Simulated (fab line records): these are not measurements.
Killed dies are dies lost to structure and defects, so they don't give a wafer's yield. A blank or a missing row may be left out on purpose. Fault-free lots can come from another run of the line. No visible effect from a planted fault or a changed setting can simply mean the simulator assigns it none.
Check of tool commonality -- flow ritCmos -- 13 lots and 39 wafers in the sample

REASON FOR OPENING
At RIT_SPACER_THK_MEAS_04 the reading SPACER_NITRIDE_THK is flagged on 1 of 13 lots. Fault-free wafers read 250.1 nm, with a standard deviation of 2.5.
Rule: a lot gets a flag if all its wafers with a number sit over 4 standard deviations from that mean, or if no wafer of it has a number. The rest of the lots are taken to be sound.

lot,measured,on,"SPACER_NITRIDE_THK (nm), wafer by wafer",flag
L759,day 2 21:32,filmMetro-01,250.8 249.4 250.1,
L760,day 3 03:27,filmMetro-02,251.0 251.8 250.2,
L761,day 3 11:05,filmMetro-04,253.5 254.1 251.3,
L762,day 3 15:13,filmMetro-01,249.2 247.9 249.7,
L763,day 3 18:46,filmMetro-02,253.7 251.6 250.7,
L764,day 3 22:55,filmMetro-02,246.3 247.2 247.7,
L765,day 4 04:10,filmMetro-01,250.4 247.6 248.0,
L769,day 5 00:05,filmMetro-04,420.0 421.0 419.3,FLAGGED
L771,day 5 08:45,filmMetro-04,247.3 246.5 248.5,
L773,day 5 19:37,filmMetro-02,249.5 247.0 250.4,
L780,day 7 06:51,filmMetro-04,251.2 252.5 249.4,
L781,day 7 17:23,filmMetro-04,249.5 247.9 249.5,
L782,day 7 20:58,filmMetro-01,252.1 252.5 252.0,
On average the flagged lots' numbers are 420.1 nm, which is +170.0 nm against the usual, or +68 standard deviations.

WHICH TOOL EACH LOT WENT THROUGH
The record keeps 1 process step preceding the reading, out of 202 steps on the route. Each cell gives the tool, then ch followed by the chambers the sampled wafers passed through, then the start.
lot,flag,RIT_SPACER_CVD_03
L759,,"lpcvd-01 ch 0, day 2 19:37"
L760,,"lpcvd-02 ch 0, day 3 01:32"
L761,,"lpcvd-01 ch 1, day 3 09:10"
L762,,"lpcvd-02 ch 1, day 3 12:18"
L763,,"lpcvd-01 ch 0, day 3 16:50"
L764,,"lpcvd-02 ch 1, day 3 20:59"
L765,,"lpcvd-02 ch 0, day 4 02:14"
L769,FLAGGED,"lpcvd-01 ch 0, day 4 22:11"
L771,,"lpcvd-02 ch 0, day 5 06:50"
L773,,"lpcvd-02 ch 1, day 5 17:41"
L780,,"lpcvd-02 ch 1, day 7 04:56"
L781,,"lpcvd-02 ch 0, day 7 15:28"
L782,,"lpcvd-01 ch 0, day 7 19:02"
What is done by these steps:
- RIT_SPACER_CVD_03: deposits Si3N4 from SiH2Cl2/NH3, target thk 250 nm, time 3300 s.
- RIT_SPACER_THK_MEAS_04

FLAGGED OVER TOTAL, TOOL BY TOOL (the gauges that took the reading come last)
step,tool,lots run,flagged,share of the flagged lots,sound lots run after its first flagged lot
RIT_SPACER_CVD_03,lpcvd-01,5,1,all,1 (L782)
RIT_SPACER_CVD_03,lpcvd-02,8,0,none,-
RIT_SPACER_THK_MEAS_04,filmMetro-01,4,0,none,-
RIT_SPACER_THK_MEAS_04,filmMetro-02,4,0,none,-
RIT_SPACER_THK_MEAS_04,filmMetro-04,5,1,all,"3 (L771,L780,L781)"

WHAT THE TABLE ALLOWS
In 2 table rows, all flagged lots were run: lpcvd-01 (RIT_SPACER_CVD_03), filmMetro-04 (RIT_SPACER_THK_MEAS_04).
- lpcvd-01 at RIT_SPACER_CVD_03: 1 of its 5 lots flagged. Sound lots ran on it after the first flagged one (L782), which a lasting fault on the whole tool wouldn't allow. Its own readings (spikeTcCentreC, spikeTcLoadC, spikeTcSourceC, susceptorTempC, zonePowerSourcePct) fall more than 4 standard deviations out on all wafers of the flagged lots.
- filmMetro-04 at RIT_SPACER_THK_MEAS_04: 1 of its 5 lots flagged. Sound lots ran on it after the first flagged one (L771, L780, L781), which a lasting fault on the whole tool wouldn't allow.
There is no row in the table that ran each flagged lot and no sound lot after the first.

WHAT WAS PUT IN BY THE SIMULATOR
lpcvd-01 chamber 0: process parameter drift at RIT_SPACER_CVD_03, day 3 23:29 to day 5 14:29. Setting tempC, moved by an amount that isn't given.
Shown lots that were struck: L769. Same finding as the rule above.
